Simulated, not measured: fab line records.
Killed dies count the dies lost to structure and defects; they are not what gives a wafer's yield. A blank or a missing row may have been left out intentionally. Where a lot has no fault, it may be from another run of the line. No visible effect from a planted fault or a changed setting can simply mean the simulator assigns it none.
Split-lot study | flow rit-cmos | 5 lots, 23 wafers read, on a route of 202 steps

SPLIT DETAILS
At RIT_NRETRO_IMPLANT_08, the setting energy-kev was moved away from the recipe's 70 on 9 of the 23 wafers read, by -5.8% to +4.2%. This setting was run at the recipe's value on the other wafers.

SPLIT TO READING: what lies between them in the file, 1 step
- RIT_NRETRO_STRIP_09: strips in O2, time 180 s

THE READING
NRETRO_TW, at RIT_NRETRO_TW_MEAS_10. Typical for fault-free wafers on this fab line: 1031, with standard deviation 4.

wafer  | tool, chamber at the split | energy-kev as run | against the recipe | NRETRO_TW | against lot-mates on the recipe
L078.2 | implanter-02, 0            | 70                | recipe             | 1026      | -
L078.3 | implanter-02, 0            | 66.62             | -4.8%              | 1020      | -8
L078.4 | implanter-02, 0            | 70                | recipe             | 1031      | -
L078.5 | implanter-02, 0            | 66.62             | -4.8%              | 1018      | -10
L078.6 | implanter-02, 0            | 66.62             | -4.8%              | 1020      | -8
L080.2 | implanter-04, 0            | 70                | recipe             | 1030      | -
L080.4 | implanter-04, 0            | 70                | recipe             | 1033      | -
L080.6 | implanter-04, 0            | 70                | recipe             | 1023      | -
L082.1 | implanter-01, 0            | 71.96             | +2.8%              | 1032      | +4
L082.2 | implanter-01, 0            | 70                | recipe             | 1027      | -
L082.3 | implanter-01, 0            | 70                | recipe             | 1031      | -
L082.4 | implanter-01, 0            | 70                | recipe             | 1025      | -
L082.5 | implanter-01, 0            | 71.96             | +2.8%              | 1035      | +7
L083.1 | implanter-01, 0            | 70                | recipe             | 1035      | -
L083.2 | implanter-01, 0            | 70                | recipe             | 1029      | -
L083.3 | implanter-01, 0            | 72.95             | +4.2%              | 1047      | +13
L083.4 | implanter-01, 0            | 72.95             | +4.2%              | 1050      | +16
L083.6 | implanter-01, 0            | 70                | recipe             | 1037      | -
L084.2 | implanter-04, 0            | 70                | recipe             | 1035      | -
L084.3 | implanter-04, 0            | 65.95             | -5.8%              | 1018      | -16
L084.4 | implanter-04, 0            | 70                | recipe             | 1038      | -
L084.5 | implanter-04, 0            | 70                | recipe             | 1030      | -
L084.6 | implanter-04, 0            | 65.95             | -5.8%              | 1020      | -14

THE FIT
A straight line over all 23 wafers: NRETRO_TW changes by +2.52 for each +1% of energy-kev; r = +0.85; the points scatter about the line by 4.5.
The same after taking each lot's own level away (the mean of its wafers on the recipe; 23 wafers): +2.53 for each +1%; r = +0.92; scatter 3.3.
The reading moves by 15 for the largest change in energy-kev, on that fit.
Across the lots, their own levels run from 1027.7 to 1034.3, a range of 1.7 times the standard deviation given above.
The two slopes are in agreement: the lot-to-lot level therefore moves the slope only a little.
Check: -13.5 against its lot-mates is what the line predicts for one of the wafers moved furthest among these (-5.8%) when that wafer is left out of the fit. Against them it came out at -16.3.

OTHER SPLITS APPLIED TO THESE WAFERS
Other splits were also applied to these wafers ahead of the reading. Each is held against what the fit with the lots' levels taken away leaves over:
other split on the same wafers   | wafers away from the commonest value | r with NRETRO_TW (lot level and that fit taken away)
RIT_ACTIVE_COAT_06 spin-rpm      | 4                                    | -0.35
RIT_FOX2_OXIDATION_00 temp-c     | 15                                   | +0.22
RIT_NWELL_COAT_01 resist-thk-nm  | 5                                    | -0.01
RIT_NWELL_IMPLANT_08 dose-cm2    | 8                                    | -0.52
RIT_PWELL_COAT_01 spin-rpm       | 9                                    | +0.00
RIT_NRETRO_COAT_01 resist-thk-nm | 7                                    | -0.30

THE WHOLE CHAIN: every reading that the file lists as answering this split, in the file's order
step                  | what it does | reading                                                         | change (the file's fit)               | r (the file's)
RIT_NRETRO_IMPLANT_08 |              | implant.rp-nm (the simulator's own value, which no gauge read)  | +0.874 nm for each +1% of the setting | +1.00
RIT_NRETRO_IMPLANT_08 |              | implant.drp-nm (the simulator's own value, which no gauge read) | +0.289 nm for each +1% of the setting | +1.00
RIT_NRETRO_TW_MEAS_10 |              | NRETRO_TW                                                       | +2.61 for each +1% of the setting     | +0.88

THE FILE'S OWN FIT
NRETRO_TW changes by +2.61 for each +1% of energy-kev, r = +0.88.
